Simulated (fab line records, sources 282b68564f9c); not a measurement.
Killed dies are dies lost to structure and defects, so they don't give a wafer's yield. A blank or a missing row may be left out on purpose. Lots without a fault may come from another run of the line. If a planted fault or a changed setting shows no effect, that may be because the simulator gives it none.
Lot-split experiment	flow rit-cmos	5 lots, 23 wafers read, on a route of 202 steps

== THE SPLIT ==
At RIT_GATE_CVD_08 (deposits poly-Si from SiH4, target thk 250 nm, time 2220 s), the setting sih4-flow-sccm was moved away from the recipe's 100 sccm on 20 of the 23 wafers read, by -12.1% to +3.8%. For the rest of the wafers, this setting stayed at what the recipe calls for.

The file shows no step between the split and the reading.

== THE READING ==
GATE_POLY_THK (nm), taken at RIT_GATE_THK_MEAS_09. Typical for fault-free wafers on this fab line: 248.2 nm, with standard deviation 2.6 nm.

wafer	tool, chamber at the split	sih4-flow-sccm as run, sccm	against the recipe	GATE_POLY_THK, nm	against lot-mates on the recipe
L078.1	lpcvd-01, 1	100	recipe	249.7	-
L078.2	lpcvd-01, 1	100	recipe	249.2	-
L078.5	lpcvd-01, 1	100	recipe	247.6	-
L079.1	-, -	87.93	-12.1%	216.7	no lot-mate on the recipe
L079.2	-, -	87.93	-12.1%	217.2	no lot-mate on the recipe
L079.3	-, -	87.93	-12.1%	215.4	no lot-mate on the recipe
L079.4	-, -	87.93	-12.1%	217.6	no lot-mate on the recipe
L079.5	-, -	87.93	-12.1%	217.0	no lot-mate on the recipe
L081.1	-, -	93.34	-6.7%	229.3	no lot-mate on the recipe
L081.2	-, -	93.34	-6.7%	230.4	no lot-mate on the recipe
L081.3	-, -	93.34	-6.7%	228.9	no lot-mate on the recipe
L081.5	-, -	93.34	-6.7%	227.7	no lot-mate on the recipe
L081.6	-, -	93.34	-6.7%	230.5	no lot-mate on the recipe
L082.1	-, -	103.8	+3.8%	257.5	no lot-mate on the recipe
L082.3	-, -	103.8	+3.8%	254.4	no lot-mate on the recipe
L082.4	-, -	103.8	+3.8%	256.7	no lot-mate on the recipe
L082.5	-, -	103.8	+3.8%	256.8	no lot-mate on the recipe
L082.6	-, -	103.8	+3.8%	256.7	no lot-mate on the recipe
L085.1	-, -	90.97	-9.0%	227.0	no lot-mate on the recipe
L085.2	-, -	90.97	-9.0%	226.2	no lot-mate on the recipe
L085.3	-, -	90.97	-9.0%	226.0	no lot-mate on the recipe
L085.4	-, -	90.97	-9.0%	226.3	no lot-mate on the recipe
L085.6	-, -	90.97	-9.0%	225.9	no lot-mate on the recipe

FIT RESULTS
A straight line over all 23 wafers: GATE_POLY_THK changes by +2.5 nm for each +1% of sih4-flow-sccm; r = +1.00; the points scatter about the line by 1.5 nm.
Too few moved wafers have a lot-mate on the recipe to fit a line with each lot's own level taken away.

== THE WHOLE CHAIN: every reading that the file lists as answering this split, in the file's order ==
step	what it does	reading	change (the file's fit)	r (the file's)
RIT_GATE_CVD_08	deposits poly-Si from SiH4, target thk 250 nm, time 2220 s	poly-Si_of_GATE_CVD_08.thk-nm (the simulator's own value, which no gauge read)	+2.5 nm for each +1% of the setting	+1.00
RIT_GATE_THK_MEAS_09		GATE_POLY_THK	+2.5 for each +1% of the setting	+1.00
RIT_M1_PROBE_99		etest.nmos-turned.drive-ua-um (the simulator's own value, which no gauge read)	-6.24 for each +1% of the setting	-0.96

== FILE'S OWN FIT ==
GATE_POLY_THK changes by +2.5 nm for each +1% of sih4-flow-sccm, r = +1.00.
